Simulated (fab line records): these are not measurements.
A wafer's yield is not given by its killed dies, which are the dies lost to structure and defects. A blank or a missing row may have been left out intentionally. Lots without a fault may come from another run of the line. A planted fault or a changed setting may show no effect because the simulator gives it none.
What tool caused it? | flow rit-cmos | 14 lots, 42 wafers sampled, at 2 steps of a route of 202

## WHAT THE GAUGES SHOWED, per wafer
No reading from a measuring or inspecting step in the record can be judged against a usual standard deviation.

## WHAT TOOL EACH LOT RAN ON (gives the tool, then ch and the chambers of the sampled wafers, and finally the start)
lot  | RIT_GATE_DEVELOP_15              | RIT_M1_PROBE_99
L227 | litho-track-04 ch 0, day 2 17:00 | -
L228 | litho-track-03 ch 0, day 3 01:00 | -
L229 | litho-track-01 ch 0, day 3 05:00 | -
L230 | litho-track-03 ch 0, day 3 10:00 | -
L231 | litho-track-04 ch 0, day 3 15:00 | -
L232 | litho-track-03 ch 0, day 3 20:00 | -
L233 | litho-track-04 ch 0, day 4 05:00 | -
L234 | litho-track-04 ch 0, day 4 07:00 | -
L236 | litho-track-04 ch 0, day 4 22:00 | prober-01, day 5 19:00
L237 | litho-track-04 ch 0, day 5 02:00 | prober-02, day 6 00:01
L239 | litho-track-03 ch 0, day 5 10:00 | -
L245 | litho-track-01 ch 0, day 6 13:00 | -
L248 | litho-track-01 ch 0, day 7 05:00 | -
L249 | litho-track-01 ch 0, day 7 09:00 | -
- RIT_GATE_DEVELOP_15: develop time 50 s.
- RIT_M1_PROBE_99

## WHAT THE TOOLS THEMSELVES READ (means of the sampled wafers that have a number; where no wafer has one, the mark that the record gives instead)
RIT_GATE_DEVELOP_15.
lot  | tool           | developer-temp-C (C)
L227 | litho-track-04 | 22.89
L228 | litho-track-03 | 23.10
L229 | litho-track-01 | 23.11
L230 | litho-track-03 | 22.90
L231 | litho-track-04 | 23.00
L232 | litho-track-03 | 22.89
L233 | litho-track-04 | 23.10
L234 | litho-track-04 | 23.00
L236 | litho-track-04 | 20.77
L237 | litho-track-04 | 20.77
L239 | litho-track-03 | 23.06
L245 | litho-track-01 | 23.04
L248 | litho-track-01 | 23.02
L249 | litho-track-01 | 23.00

RIT_M1_PROBE_99.
lot  | tool      | killed-at-contacts | killed-at-front-end | killed-dies | killed-open | killed-short
L236 | prober-01 | 0.0                | 9.0                 | 9.0         | 3.3         | 2.3
L237 | prober-02 | 0.0                | 8.7                 | 8.7         | 2.7         | 3.3

## THE ANSWER, worked out from the rows above alone
Rule: the lots themselves supply what counts as usual. Put in order of their means at a reading, lots are off if they are a third of the lots or fewer, leave a main group of 4 or more, and stand apart from it by a gap of 3 or more times the standard deviation of the main group's means; of several such gaps the widest counts. The tables above print the reading to a certain number of digits; a main group whose means all agree to those digits is not used. A lot without any number at a reading at which 4 lots or more have one is off too. Where the step has rows for the other lots, those lots are counted as sound. The gauges are gone through in route order, then the tools' own readings, and for those a lot's mean is taken as printed above. The first step at which some lot is off is used, and at that step the reading that is off furthest; a lot without a number counts as furthest.
Off, at RIT_GATE_DEVELOP_15 on developer-temp-C: L236, L237. The main group: mean 23.01 C, standard deviation 0.077.
A tool fits if, at that step or a process step before it, it ran every lot that is off, and no sound lot after the first of them. One candidate fits, namely litho-track-04 at RIT_GATE_DEVELOP_15. Its last sound lot is L234 (day 4 07:00), its first lot that is off L236 (day 4 22:00): a fault that began between those two fits.
On the lots that are off, the tool's own readings at RIT_GATE_DEVELOP_15 differ by more than 5 times the standard deviation of the sound lots' means, which bears it out; developer-temp-C reads 20.77 C there versus 23.01 C on the sound lots.

## WHAT THE SIMULATOR PUT IN
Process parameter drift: litho-track-04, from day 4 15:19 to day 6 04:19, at RIT_GATE_DEVELOP_15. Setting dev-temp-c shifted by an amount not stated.
Lots struck among those shown: L236, L237. The rule above reached the same finding.
